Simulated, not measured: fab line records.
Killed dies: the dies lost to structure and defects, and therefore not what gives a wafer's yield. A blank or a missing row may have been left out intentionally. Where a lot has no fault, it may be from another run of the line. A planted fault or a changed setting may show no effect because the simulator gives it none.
fab line records    flow berkeleyCmos170    part 1 of 2: steps 1 to 23 of 34
record lots=5  wafers=15  lastDay=13
route steps=331 shown ZERO@9 NWELL@14 PWELL@34
lots that met no fault: from a run of the same line without faults
startH: start of the lot's first displayed wafer, in hours after the record's first day    waitH: hours since the lot's step before    " identical to the entry in the row above    L1.1+2: a row that stands for several wafers    - either no value or no given start    * or withheld: withheld    < > ~ a bound
route shown NAME@n: names a module that has steps shown in the file, with the first one's number in the route    usual: average and standard deviation across the fault-free wafers    same: alike in all rows    chamber/n: place in a boat    sites: readings site by site    _std_site: the standard deviation of these    _edge_site: outer sites' mean less inner sites'    radiusMm: how far each site lies from the wafer's centre    mask NAME#n: copy n    behind: tool/chamber where the wafer was last shaped    hold: why the lot went on hold/how many hours it stayed there/how the hold came to an end    device: transistor that didn't switch, given as n, p or np    end of line: the tests these same wafers got at the end of their route    where a step has no rows: the recipe by itself    killed: the dies lost at the first sort to structure and to defects; this is not the yield of the wafer    map: the dies of a wafer, with x for killed, . for not killed, _ for no die there
set.NAME: the setting the step ran with; set.NAME@STEP: the setting that earlier step ran with    model.NAME: the simulator's own value behind a step, which no gauge read
lots seen at some steps along the route; tables by step, rows by wafer
services: the hour from which a tool's chamber was out of use, counted from the record's first day as startH (under 0 if before that day), plus the number of hours and why
## steps
# step UCB170_ZERO_EXPOSE_03
# recipe maskId=PM_MARKS  na=0.5  sigmaOuter=0.6  sourceShape=conventional  targetCdNm=4000  doseMj=30
lot.wafer   tool           chamber  startH  waitH  mask
L074.1+5+6  krfScanner-01  0        24.37   0.1    PM_MARKS#0
L075.1+2+4  krfScanner-02  0        24.61   0.3    PM_MARKS#0
L079.1+5+6  krfScanner-01  0        42.33   0.4    PM_MARKS#0
L083.3+4+5  krfScanner-01  0        65.08   0.3    PM_MARKS#0
L095.1+2+4  krfScanner-02  0        132.08  0.2    PM_MARKS#0
# step UCB170_ZERO_PEB_04
# recipe pebTempC=130  pebTimeS=withheld  resist=KrF
# usual chillPlateTempC=23.00/0.12
lot.wafer  tool           chamber  startH  waitH  chillPlateTempC
L074.1     lithoTrack-04  0        24.49   0.1    22.97
L074.5     "              0        "       "      22.94
L074.6     "              0        "       "      22.98
L075.1     lithoTrack-03  0        24.73   0.1    23.01
L075.2     "              0        "       "      23.05
L075.4     "              0        "       "      23.13
L079.1     lithoTrack-04  0        42.53   0.2    22.99
L079.5     "              0        "       "      23.00
L079.6     "              0        "       "      22.99
L083.3     lithoTrack-03  0        65.88   0.8    22.85
L083.4     "              0        "       "      22.84
L083.5     "              0        "       "      23.01
L095.1     lithoTrack-01  0        132.20  0.1    23.02
L095.2     "              0        "       "      23.05
L095.4     "              0        "       "      23.10
# step UCB170_ZERO_DEVELOP_05
# recipe developer=TMAH  developTimeS=45  resist=KrF  devTempC=21
# usual chillPlateTempC=23.01/0.097
lot.wafer  tool           chamber  startH  waitH  chillPlateTempC
L074.1     lithoTrack-04  0        -       -      23.12
L074.5     "              0        "       "      23.14
L074.6     "              0        "       "      23.07
L075.1     lithoTrack-03  0        -       -      22.86
L075.2     "              0        "       "      22.88
L075.4     "              0        "       "      22.85
L079.1     lithoTrack-04  0        -       -      23.07
L079.5     "              0        "       "      23.02
L079.6     "              0        "       "      22.99
L083.3     lithoTrack-03  0        -       -      23.08
L083.4     "              0        "       "      23.21
L083.5     "              0        "       "      22.99
L095.1     lithoTrack-01  0        -       -      23.15
L095.2     "              0        "       "      23.13
L095.4     "              0        "       "      22.94
# step UCB170_ZERO_ETCH_06
# recipe chemistry=CHF3/CF4/Ar  target=SiO2  timeS=12  pressureMtorr=100  rfW=500  CHF3_flow_sccm=50  cf4FlowSccm=10  Ar_flow_sccm=120  overEtchFrac=1.484
# usual drypumpMotorCurrentA=5.6/0.44  oesProductAu=0.626/0.0091  throttleValvePct=9.21/0.15
lot.wafer  tool        chamber  startH  waitH  drypumpMotorCurrentA  oesProductAu  rfHoursCounterH  throttleValvePct
L074.1     rieDiel-02  1        24.76   -      5.5                   0.615         128              9.45
L074.5     "           1        "       "      5.5                   0.621         -                9.44
L074.6     "           2        "       "      5.8                   0.623         -                9.38
L075.1     rieDiel-01  1        25.01   -      6.0                   0.623         5                9.08
L075.2     "           3        "       "      5.8                   0.625         29               9.12
L075.4     "           0        "       "      6.2                   0.617         145              9.18
L079.1     rieDiel-01  3        42.81   -      5.8                   0.617         30               9.11
L079.5     "           0        "       "      6.2                   0.629         -                9.19
L079.6     "           3        "       "      5.8                   0.619         -                9.14
L083.3     rieDiel-01  1        66.11   -      6.0                   0.612         7                9.08
L083.4     "           1        "       "      6.0                   0.613         -                9.07
L083.5     "           0        "       "      6.2                   0.626         -                9.16
L095.1     rieDiel-02  0        132.47  -      5.6                   0.624         119              9.35
L095.2     "           1        "       "      5.5                   0.618         133              9.46
L095.4     "           2        "       "      5.8                   0.610         92               9.38
# step UCB170_ZERO_STRIP_07
# recipe chemistry=O2  powerW=400  pressureMtorr=3500  platenTempC=withheld  o2FlowSccm=400  overashFraction=0.5
# usual drypumpMotorCurrentA=5.7/0.31  o2FlowSccm=399.7/1.2  oesProductAu=0.727/0.0046  stripTimeToEndpointS=21.47/0.055
lot.wafer  tool            chamber  startH  waitH  drypumpMotorCurrentA  o2FlowSccm  oesProductAu  rfHoursCounterH  stripTimeToEndpointS
L074.1     plasmaAsher-01  0        24.79   0.0    6.0                   401.0       0.721         22               21.54
L074.5     "               0        "       "      6.1                   402.5       0.724         -                21.55
L074.6     "               1        "       "      5.4                   400.6       0.716         -                21.49
L075.1     plasmaAsher-04  0        25.03   0.0    5.4                   398.0       0.727         27               21.53
L075.2     "               1        "       "      6.0                   400.4       0.735         27               21.49
L075.4     "               1        "       "      6.0                   400.0       0.730         -                21.53
L079.1     plasmaAsher-01  1        42.83   0.0    5.4                   401.0       0.729         24               21.48
L079.5     "               0        "       "      6.1                   400.7       0.727         -                21.44
L079.6     "               1        "       "      5.4                   399.6       0.728         -                21.45
L083.3     plasmaAsher-01  1        66.17   0.0    5.4                   398.1       0.720         -                21.53
L083.4     "               0        "       "      6.1                   401.3       0.717         -                21.49
L083.5     "               1        "       "      5.4                   397.5       0.728         -                21.45
L095.1     plasmaAsher-01  1        132.49  0.0    5.4                   398.2       0.726         35               21.55
L095.2     "               0        "       "      6.1                   400.8       0.729         35               21.54
L095.4     "               0        "       "      6.1                   400.9       0.729         -                21.51
# step UCB170_NWELL_WET_ETCH_00
# recipe chemistry=dHF  dilution=25:1  target=SiO2  tempC=25  timeS=200
lot.wafer   tool         chamber  startH  waitH
L074.1+5+6  wetBench-02  3        25.02   0.2
L075.1+2+4  wetBench-02  0        25.33   0.3
L079.1+5+6  wetBench-03  2        42.93   0.1
L083.3+4+5  wetBench-04  2        66.23   0.0
L095.1+2+4  wetBench-03  3        135.99  3.5
# step UCB170_NWELL_OXIDATION_01
# recipe tempC=1000  ambient=O2  targetThkA=264  oxTimeS=1260
# usual zonePowerCentrePct=47.5/2.4
lot.wafer  tool        chamber  startH  waitH  zonePowerCentrePct
L074.1     furnace-02  0        27.88   2.8    49.6
L074.5     "           0        "       "      50.0
L074.6     "           0        "       "      50.5
L075.1     furnace-02  0        27.88   2.5    49.5
L075.2     "           0        "       "      49.3
L075.4     "           0        "       "      50.2
L079.1     furnace-01  0        48.28   5.3    43.7
L079.5     "           0        "       "      44.1
L079.6     "           0        "       "      43.9
L083.3     furnace-02  0        70.13   3.8    48.7
L083.4     "           0        "       "      49.2
L083.5     "           0        "       "      50.1
L095.1     furnace-04  0        137.00  0.9    46.5
L095.2     "           0        "       "      47.4
L095.4     "           0        "       "      46.1
# step UCB170_NWELL_THK_MEAS_02
# recipe reads=SiO2_of_NWELL_OXIDATION_01
# usual NWELL_OXIDE_THK=26.2/0.65
lot.wafer  tool          chamber  startH  waitH  NWELL_OXIDE_THK[nm]
L074.1     filmMetro-01  -        29.23   0.0    25.5
L074.5     "             -        "       "      25.2
L074.6     "             -        "       "      25.2
L075.1     filmMetro-03  -        29.26   0.0    25.8
L075.2     "             -        "       "      25.7
L075.4     "             -        "       "      25.8
L079.1     filmMetro-03  -        49.63   0.0    25.8
L079.5     "             -        "       "      25.8
L079.6     "             -        "       "      26.1
L083.3     filmMetro-01  -        71.50   0.0    27.1
L083.4     "             -        "       "      27.1
L083.5     "             -        "       "      26.9
L095.1     filmMetro-03  -        138.35  0.0    26.2
L095.2     "             -        "       "      25.9
L095.4     "             -        "       "      25.9
# step UCB170_NWELL_ANNEAL_03
# recipe tempC=1000  timeS=900  ambient=N2
# usual zonePowerCentrePct=45.4/2.4
lot.wafer  tool        chamber  startH  waitH  zonePowerCentrePct
L074.1     furnace-01  0        34.09   4.9    43.8
L074.5     "           0        "       "      42.8
L074.6     "           0        "       "      43.4
L075.1     furnace-01  0        34.09   4.8    43.6
L075.2     "           0        "       "      43.7
L075.4     "           0        "       "      43.5
L079.1     furnace-01  0        54.13   4.5    43.4
L079.5     "           0        "       "      43.7
L079.6     "           0        "       "      43.4
L083.3     furnace-01  0        77.14   5.6    44.6
L083.4     "           0        "       "      44.1
L083.5     "           0        "       "      43.6
L095.1     furnace-04  0        141.36  3.0    46.3
L095.2     "           0        "       "      45.9
L095.4     "           0        "       "      46.3
# step UCB170_NWELL_CVD_04
# recipe material=Si3N4  targetThkNm=224  tempC=800  precursor=SiH2Cl2/NH3  timeS=3360  pressureMtorr=200  sih2cl2FlowSccm=25  nh3FlowSccm=75
# usual pressureMtorr=200.1/0.39  zonePowerCentrePct=36.2/2.9
lot.wafer  tool      chamber  startH  waitH  pressureMtorr  zonePowerCentrePct
L074.1     lpcvd-02  0        35.34   0.0    199.8          37.0
L074.5     "         0        "       "      199.7          36.3
L074.6     "         0        "       "      200.2          36.2
L075.1     lpcvd-02  0        35.34   0.0    199.7          36.6
L075.2     "         0        "       "      199.5          36.0
L075.4     "         0        "       "      199.6          36.3
L079.1     lpcvd-02  1        55.38   0.0    200.1          34.7
L079.5     "         1        "       "      199.8          34.0
L079.6     "         1        "       "      200.2          34.4
L083.3     lpcvd-01  0        78.39   0.0    200.7          33.5
L083.4     "         0        "       "      200.3          32.8
L083.5     "         0        "       "      199.9          33.1
L095.1     lpcvd-01  0        142.61  0.0    200.0          33.8
L095.2     "         0        "       "      199.8          33.3
L095.4     "         0        "       "      200.1          33.4
# step UCB170_NWELL_THK_MEAS_05
# recipe reads=Si3N4_of_NWELL_CVD_04
# usual NWELL_NITRIDE_THK=224.8/1.9
lot.wafer  tool          chamber  startH  waitH  NWELL_NITRIDE_THK[nm]
L074.1     filmMetro-01  -        37.28   0.0    227.3
L074.5     "             -        "       "      225.7
L074.6     "             -        "       "      228.5
L075.1     filmMetro-04  -        37.28   0.0    226.5
L075.2     "             -        "       "      225.8
L075.4     "             -        "       "      225.7
L079.1     filmMetro-04  -        57.31   0.0    227.0
L079.5     "             -        "       "      226.4
L079.6     "             -        "       "      224.9
L083.3     filmMetro-04  -        80.35   0.0    223.5
L083.4     "             -        "       "      223.4
L083.5     "             -        "       "      221.5
L095.1     filmMetro-01  -        144.55  0.0    225.8
L095.2     "             -        "       "      227.1
L095.4     "             -        "       "      227.1
# step UCB170_NWELL_HMDS_06
# recipe primeTimeS=60  primeTempC=100
# usual chillPlateTempC=23.03/0.11
lot.wafer  tool           chamber  startH  waitH  chillPlateTempC
L075.1     lithoTrack-01  0        37.79   0.5    22.93
L075.2     "              0        "       "      22.94
L075.4     "              0        "       "      23.00
L074.1     lithoTrack-02  0        37.80   0.5    23.02
L074.5     "              0        "       "      23.09
L074.6     "              0        "       "      22.91
L079.1     lithoTrack-03  0        57.37   0.1    23.05
L079.5     "              0        "       "      22.86
L079.6     "              0        "       "      22.88
L083.3     lithoTrack-02  0        80.44   0.1    23.03
L083.4     "              0        "       "      23.11
L083.5     "              0        "       "      22.94
L095.1     lithoTrack-02  0        144.78  0.2    23.22
L095.2     "              0        "       "      23.10
L095.4     "              0        "       "      23.10
# step UCB170_NWELL_COAT_07
# recipe resist=KrF  spinRpm=1500  resistThkNm=900
# usual chillPlateTempC=22.98/0.097  spinSpeedRpm=1499.9/1.1
lot.wafer  tool           chamber  startH  waitH  chillPlateTempC  spinSpeedRpm
L075.1     lithoTrack-01  0        37.94   0.1    22.97            1501.1
L075.2     "              0        "       "      22.97            1500.2
L075.4     "              0        "       "      22.79            1499.8
L074.1     lithoTrack-02  0        37.95   0.1    23.03            1500.1
L074.5     "              0        "       "      22.98            1500.2
L074.6     "              0        "       "      23.14            1501.7
L079.1     lithoTrack-03  0        57.52   0.1    23.20            1499.0
L079.5     "              0        "       "      22.97            1500.1
L079.6     "              0        "       "      22.78            1499.2
L083.3     lithoTrack-02  0        80.59   0.1    23.14            1498.0
L083.4     "              0        "       "      23.12            1499.2
L083.5     "              0        "       "      23.00            1498.0
L095.1     lithoTrack-02  0        144.93  0.1    22.86            1498.7
L095.2     "              0        "       "      23.07            1500.3
L095.4     "              0        "       "      23.02            1498.6
# step UCB170_NWELL_SOFTBAKE_08
# recipe resist=KrF  tempC=130  timeS=60
# usual chillPlateTempC=23.02/0.11
lot.wafer  tool           chamber  startH  waitH  chillPlateTempC
L075.1     lithoTrack-01  0        38.09   0.1    22.87
L075.2     "              0        "       "      23.04
L075.4     "              0        "       "      23.12
L074.1     lithoTrack-02  0        38.10   0.1    23.01
L074.5     "              0        "       "      23.06
L074.6     "              0        "       "      22.95
L079.1     lithoTrack-03  0        57.67   0.1    23.06
L079.5     "              0        "       "      22.91
L079.6     "              0        "       "      23.05
L083.3     lithoTrack-02  0        80.74   0.1    23.00
L083.4     "              0        "       "      22.93
L083.5     "              0        "       "      23.15
L095.1     lithoTrack-02  0        145.08  0.1    22.80
L095.2     "              0        "       "      22.86
L095.4     "              0        "       "      22.99
# step UCB170_NWELL_EXPOSE_09
# recipe maskId=NWELL  targetCdNm=3000  na=0.5  sigmaOuter=0.6  sourceShape=conventional  doseMj=25
lot.wafer   tool           chamber  startH  waitH  mask
L075.1+2+4  krfScanner-01  0        38.37   0.2    NWELL#0
L074.1+5+6  krfScanner-01  0        38.48   0.4    NWELL#0
L079.1+5+6  krfScanner-01  0        58.06   0.4    NWELL#0
L083.3+4+5  krfScanner-01  0        81.00   0.2    NWELL#0
L095.1+2+4  krfScanner-01  0        145.36  0.2    NWELL#0
# step UCB170_NWELL_PEB_10
# recipe pebTempC=130  pebTimeS=withheld  resist=KrF
# usual chillPlateTempC=22.99/0.095
lot.wafer  tool           chamber  startH  waitH  chillPlateTempC
L075.1     lithoTrack-02  0        38.48   0.1    22.93
L075.2     "              0        "       "      22.95
L075.4     "              0        "       "      22.95
L074.1     lithoTrack-03  0        38.60   0.1    22.94
L074.5     "              0        "       "      22.91
L074.6     "              0        "       "      22.92
L079.1     lithoTrack-02  0        58.41   0.3    22.93
L079.5     "              0        "       "      23.10
L079.6     "              0        "       "      22.95
L083.3     lithoTrack-03  0        81.59   0.6    22.91
L083.4     "              0        "       "      22.94
L083.5     "              0        "       "      23.09
L095.1     lithoTrack-03  0        145.47  0.1    22.99
L095.2     "              0        "       "      22.89
L095.4     "              0        "       "      23.01
# step UCB170_NWELL_DEVELOP_11
# recipe developer=TMAH  developTimeS=45  resist=KrF  devTempC=21
# usual chillPlateTempC=23.00/0.1
lot.wafer  tool           chamber  startH  waitH  chillPlateTempC
L075.1     lithoTrack-02  0        -       -      22.93
L075.2     "              0        "       "      22.89
L075.4     "              0        "       "      22.87
L074.1     lithoTrack-03  0        -       -      23.24
L074.5     "              0        "       "      22.98
L074.6     "              0        "       "      23.04
L079.1     lithoTrack-02  0        -       -      22.92
L079.5     "              0        "       "      23.07
L079.6     "              0        "       "      23.19
L083.3     lithoTrack-03  0        -       -      23.09
L083.4     "              0        "       "      23.09
L083.5     "              0        "       "      22.93
L095.1     lithoTrack-03  0        -       -      23.04
L095.2     "              0        "       "      23.01
L095.4     "              0        "       "      22.85
# step UCB170_NWELL_OVL_MEAS_12
# usual NWELL_OVL=1/4.7
lot.wafer  tool        chamber  startH  waitH  NWELL_OVL[nm]
L075.1     overlay-02  -        38.76   -      -3
L075.2     "           -        "       "      -5
L075.4     "           -        "       "      2
L074.1     overlay-01  -        38.87   -      0
L074.5     "           -        "       "      8
L074.6     "           -        "       "      1
L079.1     overlay-01  -        58.69   -      -6
L079.5     "           -        "       "      -2
L079.6     "           -        "       "      -6
L083.3     overlay-02  -        81.82   -      5
L083.4     "           -        "       "      2
L083.5     "           -        "       "      9
L095.1     overlay-01  -        145.75  -      -2
L095.2     "           -        "       "      -1
L095.4     "           -        "       "      6
# step UCB170_NWELL_ETCH_13
# recipe chemistry=CH3F/Ar/O2  target=Si3N4  stopOn=SiO2  CH3F_flow_sccm=20  Ar_flow_sccm=50  O2_flow_sccm=7  pressureMtorr=50  rfW=450  targetDepthA=2464  overEtchFrac=0.1  timeS=154
# usual drypumpMotorCurrentA=5.6/0.36  oesProductAu=0.941/0.012  throttleValvePct=8.07/0.12
lot.wafer  tool        chamber  startH  waitH  drypumpMotorCurrentA  oesProductAu  rfHoursCounterH  throttleValvePct
L075.1     rieDiel-03  2        38.79   0.0    5.8                   0.938         147              8.19
L075.2     "           3        "       "      5.5                   0.955         146              8.00
L075.4     "           1        "       "      6.3                   0.947         12               8.18
L074.1     rieDiel-02  1        38.91   0.0    5.5                   0.938         129              8.24
L074.5     "           1        "       "      5.5                   0.937         -                8.25
L074.6     "           0        "       "      5.6                   0.944         -                8.12
L079.1     rieDiel-04  1        58.72   0.0    5.6                   0.933         102              7.96
L079.5     "           1        "       "      5.6                   0.944         -                7.95
L079.6     "           2        "       "      5.8                   0.952         -                8.10
L083.3     rieDiel-02  1        81.85   0.0    5.5                   0.919         131              8.25
L083.4     "           2        "       "      5.8                   0.927         -                8.18
L083.5     "           1        "       "      5.5                   0.917         -                8.26
L095.1     rieDiel-04  0        145.79  0.0    6.1                   0.941         13               7.89
L095.2     "           3        "       "      5.5                   0.956         3                8.07
L095.4     "           1        "       "      5.6                   0.936         -                7.94
# step UCB170_NWELL_IMPLANT_14
# recipe species=P  doseCm2=1e+13  energyKev=150  tiltDeg=7
# usual beamEnergyKeV=149.99/0.044  endStationPressureTorr=5.02e-06/2.6e-07  tiltDeg=7.000/0.018
# same implantIonAmu=31
lot.wafer  tool          chamber  startH  waitH  beamEnergyKeV  endStationPressureTorr  tiltDeg
L075.1     implanter-04  0        38.90   0.1    149.97         4.85e-06                7.029
L075.2     "             0        "       "      149.95         4.82e-06                7.024
L075.4     "             0        "       "      149.94         5.4e-06                 6.996
L074.1     implanter-02  0        39.01   0.1    149.98         5.14e-06                6.998
L074.5     "             0        "       "      150.00         5.15e-06                7.016
L074.6     "             0        "       "      149.96         5.28e-06                6.988
L079.1     implanter-03  0        58.83   0.1    149.91         5.35e-06                7.005
L079.5     "             0        "       "      149.94         5.11e-06                6.986
L079.6     "             0        "       "      149.93         4.83e-06                6.993
L083.3     implanter-02  0        82.00   0.1    149.97         4.95e-06                6.982
L083.4     "             0        "       "      150.06         4.71e-06                7.016
L083.5     "             0        "       "      149.98         4.97e-06                6.978
L095.1     implanter-04  0        145.89  0.1    150.02         4.76e-06                6.975
L095.2     "             0        "       "      150.03         4.65e-06                7.026
L095.4     "             0        "       "      150.02         5.65e-06                7.008
# step UCB170_NWELL_STRIP_15
# recipe chemistry=O2  powerW=400  pressureMtorr=3500  platenTempC=withheld  o2FlowSccm=400  overashFraction=0.5
# usual drypumpMotorCurrentA=5.58/0.29  o2FlowSccm=400.1/1.3  oesProductAu=0.721/0.0043  stripTimeToEndpointS=18.00/0.11
lot.wafer  tool            chamber  startH  waitH  drypumpMotorCurrentA  o2FlowSccm  oesProductAu  rfHoursCounterH  stripTimeToEndpointS
L075.1     plasmaAsher-02  0        39.05   0.1    5.86                  400.8       0.720         30               17.92
L075.2     "               1        "       "      5.27                  401.0       0.722         30               18.09
L075.4     "               0        "       "      5.85                  401.8       0.719         -                17.98
L074.1     plasmaAsher-04  1        39.16   0.1    6.00                  399.1       0.722         29               17.94
L074.5     "               1        "       "      5.99                  397.0       0.719         -                17.97
L074.6     "               0        "       "      5.43                  399.3       0.721         -                18.04
L079.1     plasmaAsher-02  1        58.98   0.1    5.28                  400.7       0.727         33               18.04
L079.5     "               0        "       "      5.83                  400.2       0.724         -                18.05
L079.6     "               1        "       "      5.30                  399.5       0.717         -                18.19
L083.3     plasmaAsher-04  1        82.13   0.1    6.02                  401.0       0.720         -                18.05
L083.4     "               0        "       "      5.47                  399.5       0.731         -                18.08
L083.5     "               1        "       "      6.01                  400.1       0.722         -                18.06
L095.1     plasmaAsher-03  1        146.04  0.1    5.59                  401.9       0.718         3                17.89
L095.2     "               0        "       "      5.25                  399.8       0.723         3                18.05
L095.4     "               0        "       "      5.25                  400.0       0.722         -                17.94
# step UCB170_NWELL_TW_MEAS_16
# usual NWELL_TW=1238/11
lot.wafer  tool          chamber  startH  waitH  NWELL_TW
L075.1     filmMetro-03  -        39.15   0.1    1235
L075.2     "             -        "       "      1241
L075.4     "             -        "       "      1237
L074.1     filmMetro-04  -        39.26   0.1    1252
L074.5     "             -        "       "      1258
L074.6     "             -        "       "      1255
L079.1     filmMetro-03  -        59.08   0.1    1236
L079.5     "             -        "       "      1241
L079.6     "             -        "       "      1249
L083.3     filmMetro-03  -        82.22   0.1    1244
L083.4     "             -        "       "      1236
L083.5     "             -        "       "      1235
L095.1     filmMetro-03  -        146.14  0.1    1226
L095.2     "             -        "       "      1227
L095.4     "             -        "       "      1223
# step UCB170_NWELL_CLEAN_17
# recipe chemistry=SPM  tempC=120  timeS=600
# usual bathGuardTempC=119.9/0.4
lot.wafer  tool         chamber  startH  waitH  bathGuardTempC
L075.1     wetBench-02  2        39.21   0.1    119.7
L075.2     "            2        "       "      119.9
L075.4     "            2        "       "      120.0
L074.1     wetBench-02  3        39.38   0.1    119.9
L074.5     "            3        "       "      120.4
L074.6     "            3        "       "      120.0
L079.1     wetBench-04  1        59.14   0.1    119.4
L079.5     "            1        "       "      119.3
L079.6     "            1        "       "      119.3
L083.3     wetBench-04  2        83.29   1.1    120.5
L083.4     "            2        "       "      120.3
L083.5     "            2        "       "      121.0
L095.1     wetBench-03  2        146.20  0.1    119.5
L095.2     "            2        "       "      119.7
L095.4     "            2        "       "      119.6
